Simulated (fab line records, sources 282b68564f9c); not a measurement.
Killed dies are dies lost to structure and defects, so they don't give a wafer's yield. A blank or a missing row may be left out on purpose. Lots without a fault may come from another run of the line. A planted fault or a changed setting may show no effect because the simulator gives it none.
A struck lot beside a sound one | flow rit_cmos | 43 steps out of a route of 202
Sound: wafers L380.4, L380.5, L380.6. Struck: wafer L393.1. (L393.4, L393.5 of the same lot were not struck and are left out.) The cause comes at the end.
At each step with rows: each side's tool, then ch and its chambers, then its first start. Under that, the readings that differ: sound wafers | struck wafers | difference of the means | sigmas: that difference in standard deviations of wafers without a fault.
alike: readings whose means differ by less than 2 such deviations, and words and numbers that are the same on both sides. not compared: withheld readings, readings that some wafer has no value for, bounds like >300 that may hide the same value, and numbers for which the record gives no deviation and whose values overlap.
The two part at a step that has a row with sigmas, a row that says differs or no value, or rows on one side only. Numbers that don't overlap but have no deviation are shown without sigmas and don't part them. A reading that every wafer of one side lacks parts them only if that side has two wafers or more.

RIT_SDANNEAL_RTA_03: time 5 s.
  sound on rtp_anneal-02 ch 0, day 4 06:01; struck on rtp_anneal-01 ch 0, day 6 11:14
  alike: wafer_temp_C_max
RIT_SDANNEAL_RS_MEAS_04: measures by four-point-probe.
  sound on film_metro-04, day 4 06:06; struck on film_metro-01, day 6 11:17
  alike: PSD_RS
RIT_SDANNEAL_RS_MEAS_05: measures by four-point-probe.
  sound on film_metro-04, day 4 06:13; struck on film_metro-01, day 6 11:25
  alike: NSD_RS
RIT_SDANNEAL_RS_MEAS_06: measures by four-point-probe.
  sound on film_metro-04, day 4 06:20; struck on film_metro-01, day 6 11:32
  alike: PLDD_RS
RIT_SDANNEAL_RS_MEAS_07: measures by four-point-probe.
  sound on film_metro-04, day 4 06:28; struck on film_metro-01, day 6 11:39
  reading          | sound             | struck | difference | sigmas
  NLDD_RS (ohm/sq) | 152.5 152.2 152.2 | 150.7  | -1.6       | -3
then, 2 steps without rows for these wafers: RIT_SILICIDE_WET_ETCH_00 (etches SiO2 in BOE, target depth 14 nm, time 15 s); RIT_SILICIDE_SPUTTER_01 (material Ti, target thk 30 nm, time 240 s).
RIT_SILICIDE_RS_MEAS_02: measures by four-point-probe.
  sound on film_metro-02, day 4 06:44; struck on film_metro-04, day 6 11:56
  alike: SILICIDE_TI_RS
RIT_SILICIDE_THK_MEAS_03: measures by xrf.
  sound on film_metro-02, day 4 06:50; struck on film_metro-04, day 6 12:04
  alike: SILICIDE_TI_THK
then, 2 steps without rows for these wafers: RIT_SILICIDE_RTA_04 (time 10 s, ramp up 5 s, ramp down 5 s); RIT_SILICIDE_WET_ETCH_05 (etches Ti in SPM, time 120 s).
RIT_SILICIDE_RTA_06: time 10 s, ramp up 5 s, ramp down 10 s.
  sound on rtp_anneal-02 ch 0, day 4 07:01; struck on rtp_anneal-01 ch 0, day 6 12:14
  alike: wafer_temp_C_max
RIT_CONTACT_CVD_00: deposits SiO2 from TEOS, target thk 400 nm, time 61 s.
  sound on pecvd-04 ch 0,1,2, day 4 07:04; struck on pecvd-04 ch 0, day 6 12:17
  alike: heater_power_w
RIT_CONTACT_THK_MEAS_01:
  sound on film_metro-03, day 4 07:07; struck on film_metro-01, day 6 12:20
  alike: CONTACT_TEOS_THK
then, 6 steps without rows for these wafers: RIT_CONTACT_HMDS_02 (prime time 60 s); RIT_CONTACT_COAT_03 (resist thk 1000 nm); RIT_CONTACT_SOFTBAKE_04 (time 60 s); RIT_CONTACT_EXPOSE_05 (exposes mask M11, target cd 1000 nm); RIT_CONTACT_PEB_06; RIT_CONTACT_DEVELOP_07 (develop time 120 s).
RIT_CONTACT_CD_MEAS_08: target cd 1000 nm.
  sound on cd_sem-01, day 4 08:18; struck on cd_sem-01, day 6 13:30
  alike: cd_nm
RIT_CONTACT_OVL_MEAS_09:
  sound on overlay-02, day 4 08:23; struck on overlay-02, day 6 13:37
  alike: CONTACT_OVL
then, 2 steps without rows for these wafers: RIT_CONTACT_HARDBAKE_10 (time 60 s); RIT_CONTACT_ETCH_11 (etches SiO2 in CHF3/CF4/Ar, stops on TiSi2, target depth 480 nm, time 320 s).
RIT_CONTACT_STRIP_12: strips in O2, time 180 s.
  sound on plasma_asher-04 ch 0,1, day 4 08:48; struck on plasma_asher-02 ch 1, day 6 14:00
  reading                | sound | struck | difference                   | sigmas
  rf_hours_counter_h (h) | - - - | 37     | no value on the sound wafers |
  alike: drypump_motor_current_A
RIT_CONTACT_CD_MEAS_90: target cd 1000 nm.
  sound on cd_sem-02, day 4 08:59; struck on cd_sem-02, day 6 14:10
  alike: cd_nm
then, 2 steps without rows for these wafers: RIT_CONTACT_CLEAN_13 (cleans in SC1, time 600 s); RIT_CONTACT_CLEAN_14 (cleans in SC2, time 600 s).
RIT_M1_SPUTTER_00: material Al, target thk 400 nm, time 500 s.
  sound on pvd_sputter-02, day 4 10:34; struck on pvd_sputter-02, day 6 14:38
  alike: throttle_valve_pct
RIT_M1_RS_MEAS_01: measures by four-point-probe.
  sound on film_metro-04, day 4 10:55; struck on film_metro-01, day 6 14:56
  alike: M1_AL_RS
RIT_M1_THK_MEAS_02: measures by xrf.
  sound on film_metro-04, day 4 11:01; struck on film_metro-01, day 6 15:04
  alike: M1_AL_THK
then, 6 steps without rows for these wafers: RIT_M1_HMDS_03 (prime time 60 s); RIT_M1_COAT_04 (resist thk 1300 nm); RIT_M1_SOFTBAKE_05 (time 60 s); RIT_M1_EXPOSE_06 (exposes mask M12, target cd 2600 nm); RIT_M1_PEB_07; RIT_M1_DEVELOP_08 (develop time 68 s).
RIT_M1_CD_MEAS_09: target cd 2600 nm.
  sound on cd_sem-01, day 4 11:59; struck on cd_sem-02, day 6 16:07
  alike: cd_nm
RIT_M1_OVL_MEAS_10:
  sound on overlay-02, day 4 12:04; struck on overlay-02, day 6 16:14
  alike: M1_OVL
then, 1 step without rows for these wafers: RIT_M1_HARDBAKE_11 (time 120 s).
RIT_M1_METAL_ETCH_12: etches Al in Cl2/BCl3, stops on SiO2, time 165 s, target depth 600 nm.
  sound on rie_metal-04 ch 0,1, day 4 12:23; struck on rie_metal-01 ch 0, day 6 16:32
  reading                | sound | struck | difference                   | sigmas
  rf_hours_counter_h (h) | - - - | 5      | no value on the sound wafers |
  alike: drypump_motor_current_A, oes_product_au, throttle_valve_pct
then, 1 step without rows for these wafers: RIT_M1_STRIP_13 (strips in nmp, time 600 s).
RIT_M1_PROBE_99:
  sound on prober-02, day 4 14:44; struck on prober-01, day 6 19:46
  reading            | sound | struck | difference | sigmas
  killed_at_contacts | 1 0 0 | 21     | +21        | +54
  killed_dies        | 3 5 4 | 29     | +25        | +8
  killed_on_rim      | 0 2 1 | 11     | +10        | +7
  alike: killed_at_front_end, killed_open, killed_short

WHERE THEY PART
First at RIT_SDANNEAL_RS_MEAS_07; last, within this record, at RIT_M1_PROBE_99.

WHY: what the simulator had put in
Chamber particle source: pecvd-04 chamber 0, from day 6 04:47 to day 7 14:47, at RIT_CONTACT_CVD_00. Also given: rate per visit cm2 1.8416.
